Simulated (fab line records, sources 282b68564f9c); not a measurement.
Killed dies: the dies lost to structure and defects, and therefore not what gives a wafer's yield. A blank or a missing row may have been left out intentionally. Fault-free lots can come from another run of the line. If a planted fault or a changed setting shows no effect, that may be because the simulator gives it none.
Which tool did it? ; flow rit_cmos ; 7 lots, 21 wafers sampled, at 2 steps of a route of 202

WHAT EACH GAUGE READ, for each wafer
RIT_CONTACT_THK_MEAS_01.
lot;measured;on;CONTACT_TEOS_THK (nm)
L356;day 3 08:05;film_metro-01;401 401 405
L358;day 3 16:31;film_metro-01;404 407 409
L361;day 4 08:37;film_metro-01;400 409 409
L367;day 5 16:40;film_metro-03;394 556 409 394 557 409
L372;day 6 17:45;film_metro-03;393 397 401
L375;day 7 06:55;film_metro-04;399 396 402
L378;day 7 23:11;film_metro-04;394 397 406

TOOL THAT RAN EACH LOT (tool first, then ch and the chambers of the sampled wafers, then the start)
lot;RIT_CONTACT_CVD_00
L356;pecvd-01 ch 0,1, day 3 08:01
L358;pecvd-03 ch 1,2, day 3 16:28
L361;pecvd-03 ch 0,1,2, day 4 08:32
L367;pecvd-03 ch 0,1,2, day 5 16:36
L372;pecvd-04 ch 0,1,2, day 6 17:41
L375;pecvd-04 ch 0,1, day 7 06:51
L378;pecvd-04 ch 0,1, day 7 23:08
- RIT_CONTACT_CVD_00: deposits SiO2 from TEOS, target thk 400 nm, time 61 s.

THE ANSWER, worked out from the rows above alone
Rule: the usual values come from the lots themselves. Put in order of their means at a reading, lots are off if they are a third of the lots or fewer, leave a main group of 4 or more, and stand apart from it by a gap of 3 or more times the standard deviation of the main group's means; of several such gaps the widest counts. The tables above print the reading to a certain number of digits; a main group whose means all agree to those digits is not used. Also off: a lot with no number at a reading for which 4 or more lots have one. Where the step has rows for the other lots, those lots are counted as sound.
Off: at RIT_CONTACT_THK_MEAS_01 (CONTACT_TEOS_THK), L367. For the main group the mean is 402 nm and the standard deviation 3.7.
If a tool, at a process step before that reading, ran all the lots that are off and no sound lot after the first of them, it fits. Those tools and the gauges at RIT_CONTACT_THK_MEAS_01 are tried in the same way. One fits: pecvd-03 at RIT_CONTACT_CVD_00. A fault onset in the window from L361 (day 4 08:32, its last sound lot) to L367 (day 5 16:36, its first lot off) fits.

WHAT THE SIMULATOR PUT IN
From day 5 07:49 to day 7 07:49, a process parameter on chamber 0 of pecvd-03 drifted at RIT_CONTACT_CVD_00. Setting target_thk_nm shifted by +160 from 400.
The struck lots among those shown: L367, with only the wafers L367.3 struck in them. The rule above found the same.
